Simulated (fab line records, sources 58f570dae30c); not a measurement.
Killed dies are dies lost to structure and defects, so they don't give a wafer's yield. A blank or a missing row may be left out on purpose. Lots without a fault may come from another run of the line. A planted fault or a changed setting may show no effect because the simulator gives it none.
Chamber matching | flow berkeley_cmos170 | UCB170_SILICIDE_WET_ETCH_05 on wet_bench-01: 3 sister chambers
The step etches Ti in SPM, time 45 s. 14 wafers are shown with their chamber, then 4 later ones without.

WAFERS WITH THEIR CHAMBER
wafer  | chamber | bath_guard_temp_C (C) | bath_heat_duty_pct (%)
L362.1 | 3       | 120.3                 | 12.3
L362.4 | 3       | 120.6                 | 13.8
L362.5 | 3       | 120.1                 | 13.1
L364.1 | 1       | 119.6                 | 12.7
L364.4 | 1       | 119.5                 | 12.1
L364.5 | 1       | 119.4                 | 11.2
L374.1 | 2       | 120.3                 | 14.5
L374.4 | 2       | 119.8                 | 12.6
L374.5 | 2       | 119.7                 | 13.6
L375.1 | 1       | 119.2                 | 12.8
L375.4 | 1       | 119.3                 | 11.6
L375.5 | 1       | 119.5                 | 11.3
L376.1 | 2       | 119.8                 | 15.5
L376.2 | 2       | 119.4                 | 14.6

SIGNATURES (means of the wafers above)
reading            | chamber 1 | chamber 2 | chamber 3 | scatter within a chamber
bath_guard_temp_C  | 119.417   | 119.800   | 120.333   | 0.244
bath_heat_duty_pct | 11.950    | 14.160    | 13.067    | 0.874
Rule: a wafer's distance from a chamber is the root of the sum, over the readings, of the square of ((its reading less the chamber's mean) divided by the reading's scatter). The wafer belongs to the nearest chamber; if the next one is less than 2 further off, it can't be placed. The scatter: the root of (the sum of the squares of (reading less its chamber's mean) over the shown wafers, divided by (wafers less chambers)).

WAFERS WITHOUT THEIR CHAMBER
wafer  | bath_guard_temp_C (C) | bath_heat_duty_pct (%)
L376.3 | 119.8                 | 13.5
L381.1 | 120.7                 | 12.4
L381.2 | 120.4                 | 12.5
L381.4 | 120.2                 | 14.0

WHICH CHAMBER EACH WENT THROUGH
wafer  | from the rows above          | in truth
L376.3 | can't be placed: 2 or 3 or 1 | 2
L381.1 | 3                            | 3
L381.2 | 3                            | 3
L381.4 | can't be placed: 3 or 2      | 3
Placed correctly: 2 of 4. Can't be placed from these rows: 2 (the true chamber is among the candidates in 2). Placed wrongly: 0.
